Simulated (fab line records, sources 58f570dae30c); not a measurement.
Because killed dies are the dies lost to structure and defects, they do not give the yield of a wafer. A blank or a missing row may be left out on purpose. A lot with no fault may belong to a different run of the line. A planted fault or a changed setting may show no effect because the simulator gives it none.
Which tool did it? || flow berkeley_cmos170 || 15 lots with 45 wafers sampled at 6 steps, on a route of 331 steps

WHAT EACH GAUGE READ, for each wafer
UCB170_CONTACT_OVL_MEAS_16. Usual: for CONTACT_OVL the level is -2 nm and the standard deviation is 4.9.
{"lot": "L371", "measured": "day 8 02:16", "on": "overlay-01", "CONTACT_OVL (nm)": "2 -5 -5", "flag": ""}
{"lot": "L370", "measured": "day 8 04:14", "on": "overlay-01", "CONTACT_OVL (nm)": "-1 1 3", "flag": ""}
{"lot": "L374", "measured": "day 8 11:39", "on": "overlay-02", "CONTACT_OVL (nm)": "-4 2 0", "flag": ""}
{"lot": "L373", "measured": "day 8 12:43", "on": "overlay-01", "CONTACT_OVL (nm)": "1 -3 0", "flag": ""}
{"lot": "L372", "measured": "day 8 12:57", "on": "overlay-02", "CONTACT_OVL (nm)": "-2 2 -3", "flag": ""}
{"lot": "L375", "measured": "day 9 19:29", "on": "overlay-02", "CONTACT_OVL (nm)": "-4 5 2", "flag": ""}
{"lot": "L377", "measured": "day 9 20:14", "on": "overlay-02", "CONTACT_OVL (nm)": "4 1 0", "flag": ""}
{"lot": "L376", "measured": "day 9 21:16", "on": "overlay-02", "CONTACT_OVL (nm)": "-2 -7 0", "flag": ""}
{"lot": "L378", "measured": "day 10 00:38", "on": "overlay-02", "CONTACT_OVL (nm)": "0 -8 -12", "flag": ""}
{"lot": "L382", "measured": "day 11 02:26", "on": "overlay-02", "CONTACT_OVL (nm)": "-9 -2 -9", "flag": ""}
{"lot": "L385", "measured": "day 11 02:33", "on": "overlay-01", "CONTACT_OVL (nm)": "0 -3 -3", "flag": ""}
{"lot": "L386", "measured": "day 11 18:03", "on": "overlay-02", "CONTACT_OVL (nm)": "4 1 -3", "flag": ""}
{"lot": "L388", "measured": "day 12 07:06", "on": "overlay-02", "CONTACT_OVL (nm)": "-2 2 3", "flag": ""}
{"lot": "L389", "measured": "day 12 07:26", "on": "overlay-02", "CONTACT_OVL (nm)": "0 -8 -4", "flag": ""}
{"lot": "L391", "measured": "day 13 00:20", "on": "overlay-01", "CONTACT_OVL (nm)": "0 -5 -5", "flag": ""}

UCB170_V1_THK_MEAS_01. Usual: for V1_TEOS_THK the level is 1999 nm and the standard deviation is 30.
{"lot": "L371", "measured": "day 8 06:46", "on": "film_metro-02", "V1_TEOS_THK (nm)": "2020 2088 2034", "flag": ""}
{"lot": "L370", "measured": "day 8 09:26", "on": "film_metro-02", "V1_TEOS_THK (nm)": "1969 1952 1997", "flag": ""}
{"lot": "L374", "measured": "day 8 15:36", "on": "film_metro-04", "V1_TEOS_THK (nm)": "1994 2000 2029", "flag": ""}
{"lot": "L373", "measured": "day 8 16:56", "on": "film_metro-03", "V1_TEOS_THK (nm)": "1940 1957 1972", "flag": ""}
{"lot": "L372", "measured": "day 8 16:56", "on": "film_metro-02", "V1_TEOS_THK (nm)": "1988 2007 2027", "flag": ""}
{"lot": "L375", "measured": "day 9 23:12", "on": "film_metro-04", "V1_TEOS_THK (nm)": "2008 2058 2033", "flag": ""}
{"lot": "L377", "measured": "day 10 00:32", "on": "film_metro-02", "V1_TEOS_THK (nm)": "1935 1958 1972", "flag": ""}
{"lot": "L376", "measured": "day 10 01:53", "on": "film_metro-02", "V1_TEOS_THK (nm)": "1988 2033 2028", "flag": ""}
{"lot": "L378", "measured": "day 10 04:22", "on": "film_metro-04", "V1_TEOS_THK (nm)": "1965 2000 2033", "flag": ""}
{"lot": "L382", "measured": "day 11 07:40", "on": "film_metro-03", "V1_TEOS_THK (nm)": "1994 1980 2032", "flag": ""}
{"lot": "L385", "measured": "day 11 07:42", "on": "film_metro-04", "V1_TEOS_THK (nm)": "1961 1963 2023", "flag": ""}
{"lot": "L386", "measured": "day 11 21:47", "on": "film_metro-03", "V1_TEOS_THK (nm)": "1959 1960 1984", "flag": ""}
{"lot": "L388", "measured": "day 12 11:05", "on": "film_metro-02", "V1_TEOS_THK (nm)": "1948 1989 2023", "flag": ""}
{"lot": "L389", "measured": "day 12 12:25", "on": "film_metro-02", "V1_TEOS_THK (nm)": "1986 1992 1992", "flag": ""}
{"lot": "L391", "measured": "day 13 04:17", "on": "film_metro-04", "V1_TEOS_THK (nm)": "1959 1989 2004", "flag": ""}

UCB170_M2_CD_MEAS_90: the cd target is 700 nm. Usual: cd_nm 700 nm, standard deviation 3.6.
{"lot": "L371", "measured": "day 8 11:55", "on": "cd_sem-02", "cd_nm (nm)": "697 699 695", "flag": ""}
{"lot": "L370", "measured": "day 8 15:11", "on": "cd_sem-01", "cd_nm (nm)": "699 695 698", "flag": ""}
{"lot": "L374", "measured": "day 8 20:44", "on": "cd_sem-02", "cd_nm (nm)": "709 707 700", "flag": ""}
{"lot": "L373", "measured": "day 8 23:00", "on": "cd_sem-02", "cd_nm (nm)": "693 695 698", "flag": ""}
{"lot": "L372", "measured": "day 8 23:14", "on": "cd_sem-02", "cd_nm (nm)": "697 697 697", "flag": ""}
{"lot": "L375", "measured": "day 10 08:56", "on": "cd_sem-01", "cd_nm (nm)": "701 701 700", "flag": ""}
{"lot": "L377", "measured": "day 10 09:12", "on": "cd_sem-02", "cd_nm (nm)": "705 705 699", "flag": ""}
{"lot": "L376", "measured": "day 10 09:31", "on": "cd_sem-01", "cd_nm (nm)": "694 696 694", "flag": ""}
{"lot": "L378", "measured": "day 10 10:15", "on": "cd_sem-01", "cd_nm (nm)": "703 704 702", "flag": ""}
{"lot": "L382", "measured": "day 11 13:58", "on": "cd_sem-02", "cd_nm (nm)": "701 701 704", "flag": ""}
{"lot": "L385", "measured": "day 11 14:07", "on": "cd_sem-01", "cd_nm (nm)": "- - -", "flag": "OFF"}
{"lot": "L386", "measured": "day 12 03:45", "on": "cd_sem-02", "cd_nm (nm)": "- - -", "flag": "OFF"}
{"lot": "L388", "measured": "day 12 17:22", "on": "cd_sem-02", "cd_nm (nm)": "- - -", "flag": "OFF"}
{"lot": "L389", "measured": "day 12 18:03", "on": "cd_sem-01", "cd_nm (nm)": "696 697 696", "flag": ""}
{"lot": "L391", "measured": "day 13 09:43", "on": "cd_sem-02", "cd_nm (nm)": "699 696 695", "flag": ""}

UCB170_M3_RS_MEAS_02: measurement is done with a four-point probe. Usual: for M3_AL_RS the level is 0.0323 ohm/sq and the standard deviation is 0.00033.
{"lot": "L371", "measured": "day 8 14:38", "on": "film_metro-03", "M3_AL_RS (ohm/sq)": "0.0323 0.0322 0.0320", "flag": ""}
{"lot": "L370", "measured": "day 8 17:52", "on": "film_metro-04", "M3_AL_RS (ohm/sq)": "0.0322 0.0326 0.0318", "flag": ""}
{"lot": "L374", "measured": "day 8 23:45", "on": "film_metro-01", "M3_AL_RS (ohm/sq)": "0.0322 0.0324 0.0321", "flag": ""}
{"lot": "L373", "measured": "day 9 02:48", "on": "film_metro-01", "M3_AL_RS (ohm/sq)": "0.0320 0.0320 0.0320", "flag": ""}
{"lot": "L372", "measured": "day 9 02:58", "on": "film_metro-04", "M3_AL_RS (ohm/sq)": "0.0326 0.0326 0.0327", "flag": ""}
{"lot": "L375", "measured": "day 10 11:41", "on": "film_metro-01", "M3_AL_RS (ohm/sq)": "0.0324 0.0328 0.0325", "flag": ""}
{"lot": "L377", "measured": "day 10 12:02", "on": "film_metro-03", "M3_AL_RS (ohm/sq)": "0.0323 0.0324 0.0323", "flag": ""}
{"lot": "L376", "measured": "day 10 12:16", "on": "film_metro-01", "M3_AL_RS (ohm/sq)": "0.0319 0.0321 0.0319", "flag": ""}
{"lot": "L378", "measured": "day 10 12:49", "on": "film_metro-04", "M3_AL_RS (ohm/sq)": "0.0321 0.0326 0.0326", "flag": ""}
{"lot": "L382", "measured": "day 11 16:46", "on": "film_metro-03", "M3_AL_RS (ohm/sq)": "0.0327 0.0328 0.0323", "flag": ""}
{"lot": "L389", "measured": "day 12 20:50", "on": "film_metro-04", "M3_AL_RS (ohm/sq)": "0.0333 0.0325 0.0326", "flag": ""}
{"lot": "L391", "measured": "day 13 14:11", "on": "film_metro-03", "M3_AL_RS (ohm/sq)": "0.0324 0.0321 0.0318", "flag": ""}

WHICH TOOL RAN EACH LOT (tool, then ch and the chambers of the sampled wafers, then the start)
{"lot": "L371", "UCB170_M2_METAL_ETCH_18": "rie_metal-01 ch 0,1, day 8 11:35", "UCB170_M2_STRIP_19": "plasma_asher-02 ch 0,1, day 8 11:46"}
{"lot": "L370", "UCB170_M2_METAL_ETCH_18": "rie_metal-04 ch 0,1, day 8 14:47", "UCB170_M2_STRIP_19": "plasma_asher-01 ch 0,1, day 8 14:59"}
{"lot": "L374", "UCB170_M2_METAL_ETCH_18": "rie_metal-04 ch 0,1, day 8 20:26", "UCB170_M2_STRIP_19": "plasma_asher-02 ch 0,1, day 8 20:37"}
{"lot": "L373", "UCB170_M2_METAL_ETCH_18": "rie_metal-04 ch 1, day 8 22:35", "UCB170_M2_STRIP_19": "plasma_asher-04 ch 0, day 8 22:46"}
{"lot": "L372", "UCB170_M2_METAL_ETCH_18": "rie_metal-01 ch 0,1, day 8 22:52", "UCB170_M2_STRIP_19": "plasma_asher-01 ch 0,1, day 8 23:03"}
{"lot": "L375", "UCB170_M2_METAL_ETCH_18": "rie_metal-01 ch 0,1, day 10 08:37", "UCB170_M2_STRIP_19": "plasma_asher-01 ch 0,1, day 10 08:49"}
{"lot": "L377", "UCB170_M2_METAL_ETCH_18": "rie_metal-04 ch 0,1, day 10 08:55", "UCB170_M2_STRIP_19": "plasma_asher-01 ch 0,1, day 10 09:06"}
{"lot": "L376", "UCB170_M2_METAL_ETCH_18": "rie_metal-01 ch 0,1, day 10 09:15", "UCB170_M2_STRIP_19": "plasma_asher-02 ch 0,1, day 10 09:25"}
{"lot": "L378", "UCB170_M2_METAL_ETCH_18": "rie_metal-03 ch 1, day 10 09:56", "UCB170_M2_STRIP_19": "plasma_asher-04 ch 0,1, day 10 10:08"}
{"lot": "L382", "UCB170_M2_METAL_ETCH_18": "rie_metal-03 ch 0,1, day 11 13:41", "UCB170_M2_STRIP_19": "plasma_asher-02 ch 0,1, day 11 13:52"}
{"lot": "L385", "UCB170_M2_METAL_ETCH_18": "rie_metal-04 ch 0, day 11 13:48", "UCB170_M2_STRIP_19": "plasma_asher-01 ch 0,1, day 11 13:59"}
{"lot": "L386", "UCB170_M2_METAL_ETCH_18": "rie_metal-01 ch 1, day 12 03:17", "UCB170_M2_STRIP_19": "plasma_asher-04 ch 0,1, day 12 03:39"}
{"lot": "L388", "UCB170_M2_METAL_ETCH_18": "rie_metal-03 ch 0,1, day 12 17:04", "UCB170_M2_STRIP_19": "plasma_asher-01 ch 0,1, day 12 17:15"}
{"lot": "L389", "UCB170_M2_METAL_ETCH_18": "rie_metal-01 ch 0, day 12 17:46", "UCB170_M2_STRIP_19": "plasma_asher-01 ch 0,1, day 12 17:57"}
{"lot": "L391", "UCB170_M2_METAL_ETCH_18": "rie_metal-01 ch 0,1, day 13 09:25", "UCB170_M2_STRIP_19": "plasma_asher-01 ch 0,1, day 13 09:36"}
- UCB170_M2_METAL_ETCH_18: etches Al in Cl2/BCl3, stops on SiO2, target depth 1170 nm, time 195 s.
- UCB170_M2_STRIP_19: strips in O2.

AS READ BY THE TOOLS THEMSELVES (means over the sampled wafers that have a number; for cases with no such wafer, the mark the record gives instead)
UCB170_M2_METAL_ETCH_18. Usual: bcl3_flow_sccm 44.97 sccm, standard deviation 0.14; bias_w 120.0 W, standard deviation 0.38; drypump_motor_current_A 5.46 A, standard deviation 0.28; oes_product_au 0.857 a.u., standard deviation 0.014; throttle_valve_pct 24.3 %, standard deviation 0.3.
{"lot": "L371", "tool": "rie_metal-01", "bcl3_flow_sccm (sccm)": 44.82, "bias_w (W)": 120.2, "drypump_motor_current_A (A)": 5.18, "oes_product_au (a.u.)": 0.862, "throttle_valve_pct (%)": 24.3, "flag": ""}
{"lot": "L370", "tool": "rie_metal-04", "bcl3_flow_sccm (sccm)": 44.87, "bias_w (W)": 120.1, "drypump_motor_current_A (A)": 5.70, "oes_product_au (a.u.)": 0.874, "throttle_valve_pct (%)": 24.0, "flag": ""}
{"lot": "L374", "tool": "rie_metal-04", "bcl3_flow_sccm (sccm)": 44.88, "bias_w (W)": 120.0, "drypump_motor_current_A (A)": 5.67, "oes_product_au (a.u.)": 0.863, "throttle_valve_pct (%)": 24.0, "flag": ""}
{"lot": "L373", "tool": "rie_metal-04", "bcl3_flow_sccm (sccm)": 44.73, "bias_w (W)": 119.8, "drypump_motor_current_A (A)": 5.40, "oes_product_au (a.u.)": 0.844, "throttle_valve_pct (%)": 24.0, "flag": ""}
{"lot": "L372", "tool": "rie_metal-01", "bcl3_flow_sccm (sccm)": 44.97, "bias_w (W)": 120.2, "drypump_motor_current_A (A)": 5.30, "oes_product_au (a.u.)": 0.855, "throttle_valve_pct (%)": 24.2, "flag": ""}
{"lot": "L375", "tool": "rie_metal-01", "bcl3_flow_sccm (sccm)": 44.94, "bias_w (W)": 119.9, "drypump_motor_current_A (A)": 5.29, "oes_product_au (a.u.)": 0.858, "throttle_valve_pct (%)": 24.2, "flag": ""}
{"lot": "L377", "tool": "rie_metal-04", "bcl3_flow_sccm (sccm)": 44.97, "bias_w (W)": 119.9, "drypump_motor_current_A (A)": 5.56, "oes_product_au (a.u.)": 0.854, "throttle_valve_pct (%)": 24.0, "flag": ""}
{"lot": "L376", "tool": "rie_metal-01", "bcl3_flow_sccm (sccm)": 44.97, "bias_w (W)": 119.8, "drypump_motor_current_A (A)": 5.29, "oes_product_au (a.u.)": 0.863, "throttle_valve_pct (%)": 24.2, "flag": ""}
{"lot": "L378", "tool": "rie_metal-03", "bcl3_flow_sccm (sccm)": 44.94, "bias_w (W)": 120.0, "drypump_motor_current_A (A)": 5.36, "oes_product_au (a.u.)": 0.874, "throttle_valve_pct (%)": 24.8, "flag": ""}
{"lot": "L382", "tool": "rie_metal-03", "bcl3_flow_sccm (sccm)": 45.04, "bias_w (W)": 120.5, "drypump_motor_current_A (A)": 5.50, "oes_product_au (a.u.)": 0.856, "throttle_valve_pct (%)": 24.7, "flag": ""}
{"lot": "L385", "tool": "rie_metal-04", "bcl3_flow_sccm (sccm)": "-", "bias_w (W)": "-", "drypump_motor_current_A (A)": "-", "oes_product_au (a.u.)": "-", "throttle_valve_pct (%)": "-", "flag": "OFF"}
{"lot": "L386", "tool": "rie_metal-01", "bcl3_flow_sccm (sccm)": "-", "bias_w (W)": "-", "drypump_motor_current_A (A)": "-", "oes_product_au (a.u.)": "-", "throttle_valve_pct (%)": "-", "flag": "OFF"}
{"lot": "L388", "tool": "rie_metal-03", "bcl3_flow_sccm (sccm)": "-", "bias_w (W)": "-", "drypump_motor_current_A (A)": "-", "oes_product_au (a.u.)": "-", "throttle_valve_pct (%)": "-", "flag": "OFF"}
{"lot": "L389", "tool": "rie_metal-01", "bcl3_flow_sccm (sccm)": 44.93, "bias_w (W)": 119.8, "drypump_motor_current_A (A)": 5.41, "oes_product_au (a.u.)": 0.857, "throttle_valve_pct (%)": 24.2, "flag": ""}
{"lot": "L391", "tool": "rie_metal-01", "bcl3_flow_sccm (sccm)": 44.92, "bias_w (W)": 119.8, "drypump_motor_current_A (A)": 5.17, "oes_product_au (a.u.)": 0.862, "throttle_valve_pct (%)": 24.3, "flag": ""}

UCB170_M2_STRIP_19. Usual: drypump_motor_current_A 5.6 A, standard deviation 0.44; oes_product_au 0.535 a.u., standard deviation 0.019.
{"lot": "L371", "tool": "plasma_asher-02", "drypump_motor_current_A (A)": 5.2, "oes_product_au (a.u.)": 0.526, "flag": ""}
{"lot": "L370", "tool": "plasma_asher-01", "drypump_motor_current_A (A)": 6.0, "oes_product_au (a.u.)": 0.554, "flag": ""}
{"lot": "L374", "tool": "plasma_asher-02", "drypump_motor_current_A (A)": 5.4, "oes_product_au (a.u.)": 0.556, "flag": ""}
{"lot": "L373", "tool": "plasma_asher-04", "drypump_motor_current_A (A)": 5.1, "oes_product_au (a.u.)": 0.526, "flag": ""}
{"lot": "L372", "tool": "plasma_asher-01", "drypump_motor_current_A (A)": 6.0, "oes_product_au (a.u.)": 0.517, "flag": ""}
{"lot": "L375", "tool": "plasma_asher-01", "drypump_motor_current_A (A)": 5.8, "oes_product_au (a.u.)": 0.521, "flag": ""}
{"lot": "L377", "tool": "plasma_asher-01", "drypump_motor_current_A (A)": 5.8, "oes_product_au (a.u.)": 0.540, "flag": ""}
{"lot": "L376", "tool": "plasma_asher-02", "drypump_motor_current_A (A)": 5.3, "oes_product_au (a.u.)": 0.517, "flag": ""}
{"lot": "L378", "tool": "plasma_asher-04", "drypump_motor_current_A (A)": 5.4, "oes_product_au (a.u.)": 0.562, "flag": ""}
{"lot": "L382", "tool": "plasma_asher-02", "drypump_motor_current_A (A)": 5.2, "oes_product_au (a.u.)": 0.538, "flag": ""}
{"lot": "L385", "tool": "plasma_asher-01", "drypump_motor_current_A (A)": 5.8, "oes_product_au (a.u.)": 0.725, "flag": "OFF"}
{"lot": "L386", "tool": "plasma_asher-04", "drypump_motor_current_A (A)": 5.4, "oes_product_au (a.u.)": 0.726, "flag": "OFF"}
{"lot": "L388", "tool": "plasma_asher-01", "drypump_motor_current_A (A)": 6.0, "oes_product_au (a.u.)": 0.725, "flag": "OFF"}
{"lot": "L389", "tool": "plasma_asher-01", "drypump_motor_current_A (A)": 6.0, "oes_product_au (a.u.)": 0.510, "flag": ""}
{"lot": "L391", "tool": "plasma_asher-01", "drypump_motor_current_A (A)": 6.0, "oes_product_au (a.u.)": 0.518, "flag": ""}

THE ANSWER, worked out from the rows above alone
Rule: lot off if the mean of its wafers having a number is beyond 3 standard deviations from the usual mean. A lot without any number at a reading at which 4 lots or more have one is off too. Any other lot the step has rows for is counted as sound. The gauges are gone through in route order, then the tools' own readings, and for those a lot's mean is taken as printed above. At the first step where some lot is off, the reading lying furthest off is the one used; lots without a number count as furthest.
Off at UCB170_M2_CD_MEAS_90 (cd_nm): L385, L386, L388. Without a number there: L385, L386, L388.
A tool fits if, at a process step before that reading, it ran every lot that is off, and no sound lot after the first of them. Not tried: the gauges at UCB170_M2_CD_MEAS_90; whatever is off there is also off at UCB170_M2_METAL_ETCH_18, on other tools, and gauge error can't account for it. None of those tried fits.

WHAT HAD BEEN PUT IN BY THE SIMULATOR
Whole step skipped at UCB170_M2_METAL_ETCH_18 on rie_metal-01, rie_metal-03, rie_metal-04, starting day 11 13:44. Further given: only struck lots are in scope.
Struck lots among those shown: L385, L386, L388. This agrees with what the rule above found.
